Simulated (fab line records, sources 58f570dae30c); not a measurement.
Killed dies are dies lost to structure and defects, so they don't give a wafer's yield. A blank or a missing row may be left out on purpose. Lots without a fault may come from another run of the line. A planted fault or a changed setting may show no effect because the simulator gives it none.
A sampling plan put to the test | flow berkeley_cmos170 | one fab line, 9 faults that these records tell of, each judged on the records of the lots that it struck
The plan is the line's own looks: the steps of the route at which a gauge or an inspection reads the wafer and doesn't change it. A look can be judged if struck wafers have a number there and the file gives its usual mean and standard deviation on fault-free wafers. Caught: at a look after the fault's first step, the mean of the struck wafers lies 4 or more of those standard deviations (sigma) from the usual mean. On the tool: the same test on the tool's own readings at the fault's steps. Another recipe on the struck wafers, or a record that is blank for them alone, also counts as caught.

THE FAULTS, as the simulator had put them in
1. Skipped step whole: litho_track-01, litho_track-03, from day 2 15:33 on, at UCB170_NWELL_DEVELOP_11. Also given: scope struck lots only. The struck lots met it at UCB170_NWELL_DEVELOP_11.
2. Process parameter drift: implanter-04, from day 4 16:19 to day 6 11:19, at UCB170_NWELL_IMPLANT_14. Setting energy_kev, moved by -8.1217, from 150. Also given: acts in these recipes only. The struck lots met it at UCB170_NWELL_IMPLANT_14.
3. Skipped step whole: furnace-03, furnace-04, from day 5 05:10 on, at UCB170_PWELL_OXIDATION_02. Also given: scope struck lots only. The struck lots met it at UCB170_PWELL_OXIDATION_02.
4. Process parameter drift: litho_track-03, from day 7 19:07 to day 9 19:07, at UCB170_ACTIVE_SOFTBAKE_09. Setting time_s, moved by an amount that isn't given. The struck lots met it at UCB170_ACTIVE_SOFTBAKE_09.
5. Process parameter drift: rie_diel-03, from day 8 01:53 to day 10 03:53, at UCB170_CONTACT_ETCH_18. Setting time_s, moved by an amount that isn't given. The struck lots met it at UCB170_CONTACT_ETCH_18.
6. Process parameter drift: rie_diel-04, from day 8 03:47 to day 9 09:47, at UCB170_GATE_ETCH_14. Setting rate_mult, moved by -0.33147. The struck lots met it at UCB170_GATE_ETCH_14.
7. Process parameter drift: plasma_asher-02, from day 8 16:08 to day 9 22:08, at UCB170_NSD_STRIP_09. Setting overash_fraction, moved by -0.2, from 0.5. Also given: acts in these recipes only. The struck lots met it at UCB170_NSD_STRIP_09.
8. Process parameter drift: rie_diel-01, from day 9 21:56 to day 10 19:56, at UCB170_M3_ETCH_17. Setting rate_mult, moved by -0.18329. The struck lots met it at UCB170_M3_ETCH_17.
9. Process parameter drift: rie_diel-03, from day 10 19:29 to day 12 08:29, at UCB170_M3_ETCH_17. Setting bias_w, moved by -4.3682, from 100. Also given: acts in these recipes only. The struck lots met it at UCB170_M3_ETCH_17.

WHAT THE PLAN SAW
fault | on the tool itself                               | first look that catches it                      | reading, sigma | median hours from its first step to that look | hours from the fault's start to the first struck lot there | judged looks passed uncaught
1     | the tool's record is blank for the struck wafers | no look after it can be judged                  | -              | -                                             | -                                                          | 0
2     | beam_energy_keV -99 or beyond sigma              | none of the 2 looks that can be judged after it | -              | -                                             | -                                                          | 2
3     | the tool's record is blank for the struck wafers | not the one look that can be judged after it    | -              | -                                             | -                                                          | 1
4     | heater_power_total_W +72 sigma                   | none of the 2 looks that can be judged after it | -              | -                                             | -                                                          | 2
5     | run_length_s -99 or beyond sigma                 | no look after it can be judged                  | -              | -                                             | -                                                          | 0
6     | oes_product_au -9.7 sigma                        | no look after it can be judged                  | -              | -                                             | -                                                          | 0
7     | oes_product_au +12 sigma                         | no look after it can be judged                  | -              | -                                             | -                                                          | 0
8     | oes_product_au -6.6 sigma                        | no look after it can be judged                  | -              | -                                             | -                                                          | 0
9     | bias_w -14 sigma                                 | no look after it can be judged                  | -              | -                                             | -                                                          | 0
A dash: the fault isn't caught, or these records don't give the number.

Caught at a look: 0 of 9. Caught on the tool: 9 of 9. By one or the other: 9 of 9.
Caught on the tool alone: faults 1, 2, 3, 4, 5, 6, 7, 8, 9.
